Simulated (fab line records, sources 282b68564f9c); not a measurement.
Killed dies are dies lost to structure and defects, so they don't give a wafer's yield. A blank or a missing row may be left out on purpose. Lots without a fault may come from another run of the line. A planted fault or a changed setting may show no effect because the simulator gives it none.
Problem report in the 8D (eight disciplines) form, filled by code | flow rit_cmos | the parts of the form that need people (team, actions taken, sign-off) are left out

1. THE PROBLEM
heater_power_total_W at RIT_ACTIVE_HARDBAKE_12 reads a mean of 64.41 W on 6 wafers of 2 lots; wafers without a fault read 62.54 W with a standard deviation of 0.047. That is +40 standard deviations from the usual mean.
The step: time 60 s.
First seen on wafer L977.2, day 3 22:28, on litho_track-03. The record holds 42 wafers of 14 lots with a number at this step. Rule for "out", or "out of limits": more than 4 standard deviations from the usual mean. The other wafers with a number count as sound.

2. WHAT IT IS AND WHAT IT IS NOT
question                    | is                                 | is not
which readings at this step | heater_power_total_W, plate_temp_C | resist_line_temp_C
which lots                  | L977, L978                         | L966, L967, L968, L969, L970, L971, L972, L984, L985, L987, L988, L989
which wafers of those lots  | all that have a number             | -
read on which tools         | litho_track-03                     | litho_track-02, litho_track-04
when                        | from day 3 22:28                   | up to then (21 sound wafers); but 15 sound wafers of L984, L985, L987, L988, L989 came after

3. SUSPECTS, AND WHAT RULES EACH OUT
Counting: a tool at a process step up to the reading stays a suspect if it ran every lot that is out and no sound lot after the first of them.
- litho_track-03 at RIT_ACTIVE_HARDBAKE_12 (time 60 s): kept. It ran every lot that is out, first L977 (day 3 22:28), and no sound lot after that; its last sound lot up to then is L971 (day 2 17:26). Its own readings are out on those wafers: heater_power_total_W, plate_temp_C.
Left after counting: litho_track-03 at RIT_ACTIVE_HARDBAKE_12.

4. THE CAUSE (what the simulator had put in)
Process parameter drift: litho_track-03, from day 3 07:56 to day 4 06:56, at RIT_ACTIVE_HARDBAKE_12. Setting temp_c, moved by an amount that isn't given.
Counting left only this tool.

5. THE CHAIN OF EFFECTS, in route order
Each row: a reading whose mean over the struck wafers that have a number lies more than 3 standard deviations from the usual. Only readings for which the record gives a usual standard deviation are gone through. hours: the time from each lot's start at the first step in this table that gives one to its start at this step, as a median over the lots. sigmas: the change in usual standard deviations.
hours | step                   | reading              | usual    | on struck wafers | change | sigmas
0     | RIT_ACTIVE_HARDBAKE_12 | heater_power_total_W | 62.54 W  | 64.41            | +1.87  | +40
0     | RIT_ACTIVE_HARDBAKE_12 | plate_temp_C         | 140.03 C | 143.22           | +3.19  | +25
The process steps in it:
- RIT_ACTIVE_HARDBAKE_12: time 60 s.
Later measuring or inspecting steps at which every struck wafer that the step has a row for has a number for every such reading, and none has moved that far: RIT_PWELL_OVL_MEAS_06, RIT_NLDD_TW_MEAS_10.

6. WHAT WOULD HAVE CAUGHT IT SOONER
In this record the first reading out of limits was taken at day 3 22:28, 15 hours after the fault began at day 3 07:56.
